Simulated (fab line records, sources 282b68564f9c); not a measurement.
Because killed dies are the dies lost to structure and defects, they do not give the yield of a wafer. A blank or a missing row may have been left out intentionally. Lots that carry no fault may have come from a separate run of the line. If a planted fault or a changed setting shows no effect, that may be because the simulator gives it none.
Which tool did it? || flow rit_cmos || 42 wafers from 14 lots sampled at 2 of the route's 202 steps

## WHAT THE GAUGES READ, wafer by wafer
The record holds no reading of a measuring or inspecting step that can be judged against a usual standard deviation.

## WHICH TOOL RAN EACH LOT (tool, then ch and the chambers of the sampled wafers, then the start)
{"lot": "L961", "RIT_SDANNEAL_CLEAN_02": "wet_bench-02 ch 1, day 3 07:26", "RIT_M1_PROBE_99": "-"}
{"lot": "L962", "RIT_SDANNEAL_CLEAN_02": "wet_bench-02 ch 2, day 3 14:52", "RIT_M1_PROBE_99": "-"}
{"lot": "L963", "RIT_SDANNEAL_CLEAN_02": "wet_bench-04 ch 3, day 3 18:23", "RIT_M1_PROBE_99": "-"}
{"lot": "L965", "RIT_SDANNEAL_CLEAN_02": "wet_bench-01 ch 0, day 4 02:31", "RIT_M1_PROBE_99": "-"}
{"lot": "L966", "RIT_SDANNEAL_CLEAN_02": "wet_bench-04 ch 2, day 4 07:06", "RIT_M1_PROBE_99": "-"}
{"lot": "L967", "RIT_SDANNEAL_CLEAN_02": "wet_bench-04 ch 0, day 4 11:28", "RIT_M1_PROBE_99": "-"}
{"lot": "L968", "RIT_SDANNEAL_CLEAN_02": "wet_bench-01 ch 2, day 4 13:44", "RIT_M1_PROBE_99": "-"}
{"lot": "L969", "RIT_SDANNEAL_CLEAN_02": "wet_bench-01 ch 3, day 5 00:24", "RIT_M1_PROBE_99": "-"}
{"lot": "L971", "RIT_SDANNEAL_CLEAN_02": "wet_bench-01 ch 0, day 5 05:22", "RIT_M1_PROBE_99": "-"}
{"lot": "L972", "RIT_SDANNEAL_CLEAN_02": "wet_bench-01 ch 0, day 5 10:23", "RIT_M1_PROBE_99": "-"}
{"lot": "L973", "RIT_SDANNEAL_CLEAN_02": "wet_bench-04 ch 2, day 5 14:49", "RIT_M1_PROBE_99": "-"}
{"lot": "L980", "RIT_SDANNEAL_CLEAN_02": "wet_bench-04 ch 3, day 7 05:08", "RIT_M1_PROBE_99": "-"}
{"lot": "L983", "RIT_SDANNEAL_CLEAN_02": "wet_bench-02 ch 0, day 7 21:22", "RIT_M1_PROBE_99": "prober-02, day 8 05:17"}
{"lot": "L984", "RIT_SDANNEAL_CLEAN_02": "wet_bench-02 ch 0, day 8 01:03", "RIT_M1_PROBE_99": "prober-01, day 8 08:43"}
- RIT_SDANNEAL_CLEAN_02: cleans in SC2, time 600 s.
- RIT_M1_PROBE_99

## WHAT THE TOOLS THEMSELVES READ (means of the sampled wafers that have a number; where no wafer has one, the mark that the record gives instead)
RIT_SDANNEAL_CLEAN_02. Usual: 15.7 % for bath_heat_duty_pct, sd 1.5.
{"lot": "L961", "tool": "wet_bench-02", "bath_heat_duty_pct (%)": 12.5, "flag": ""}
{"lot": "L962", "tool": "wet_bench-02", "bath_heat_duty_pct (%)": 15.2, "flag": ""}
{"lot": "L963", "tool": "wet_bench-04", "bath_heat_duty_pct (%)": 18.8, "flag": ""}
{"lot": "L965", "tool": "wet_bench-01", "bath_heat_duty_pct (%)": 14.7, "flag": ""}
{"lot": "L966", "tool": "wet_bench-04", "bath_heat_duty_pct (%)": 17.2, "flag": ""}
{"lot": "L967", "tool": "wet_bench-04", "bath_heat_duty_pct (%)": 14.2, "flag": ""}
{"lot": "L968", "tool": "wet_bench-01", "bath_heat_duty_pct (%)": 15.4, "flag": ""}
{"lot": "L969", "tool": "wet_bench-01", "bath_heat_duty_pct (%)": 16.6, "flag": ""}
{"lot": "L971", "tool": "wet_bench-01", "bath_heat_duty_pct (%)": 15.5, "flag": ""}
{"lot": "L972", "tool": "wet_bench-01", "bath_heat_duty_pct (%)": 15.8, "flag": ""}
{"lot": "L973", "tool": "wet_bench-04", "bath_heat_duty_pct (%)": 17.1, "flag": ""}
{"lot": "L980", "tool": "wet_bench-04", "bath_heat_duty_pct (%)": 17.7, "flag": ""}
{"lot": "L983", "tool": "wet_bench-02", "bath_heat_duty_pct (%)": 14.8, "flag": ""}
{"lot": "L984", "tool": "wet_bench-02", "bath_heat_duty_pct (%)": 14.2, "flag": ""}

RIT_M1_PROBE_99. Usual: for killed_at_M0_to_M3, 0.0 with a standard deviation of 0.23; for killed_at_contacts, 0.1 with a standard deviation of 0.34; for killed_at_front_end, 6.9 with a standard deviation of 2.8; for killed_dies, 7.1 with a standard deviation of 2.8; for killed_on_rim, 1.8 with a standard deviation of 1.3; for killed_open, 3.4 with a standard deviation of 1.9; for killed_short, 3.6 with a standard deviation of 1.7.
{"lot": "L983", "tool": "prober-02", "killed_at_M0_to_M3": 0.0, "killed_at_contacts": 0.0, "killed_at_front_end": 28.0, "killed_dies": 28.0, "killed_on_rim": 9.7, "killed_open": 2.3, "killed_short": 3.3, "flag": "OFF"}
{"lot": "L984", "tool": "prober-01", "killed_at_M0_to_M3": 0.0, "killed_at_contacts": 0.0, "killed_at_front_end": 29.7, "killed_dies": 29.7, "killed_on_rim": 10.7, "killed_open": 3.0, "killed_short": 5.0, "flag": "OFF"}

## THE ANSWER, worked out from the rows above alone
Rule: a lot counts as off when the mean over its wafers that have a number is more than 3 standard deviations away from the usual mean. A lot without any number at a reading at which 4 lots or more have one is off too. All remaining lots with rows at the step are treated as sound. The gauges are gone through in route order, then the tools' own readings, and for those a lot's mean is taken as printed above. At the first step where some lot is off, the reading lying furthest off is the one used; lots without a number count as furthest.
Off: L983, L984, at RIT_M1_PROBE_99 (killed_at_front_end). Neither off nor sound, because the step has no rows for them: L961, L962, L963, L965, L966, L967, L968, L969, L971, L972, L973, L980.
If a tool, at that step or one of the process steps before it, ran each lot that is off and ran no sound lot following the first of them, it fits. One fits: wet_bench-02 at RIT_SDANNEAL_CLEAN_02. It ran no sound lot before its first lot that is off in this sample, so the start can't be narrowed down.

## WHAT THE SIMULATOR HAD INSERTED
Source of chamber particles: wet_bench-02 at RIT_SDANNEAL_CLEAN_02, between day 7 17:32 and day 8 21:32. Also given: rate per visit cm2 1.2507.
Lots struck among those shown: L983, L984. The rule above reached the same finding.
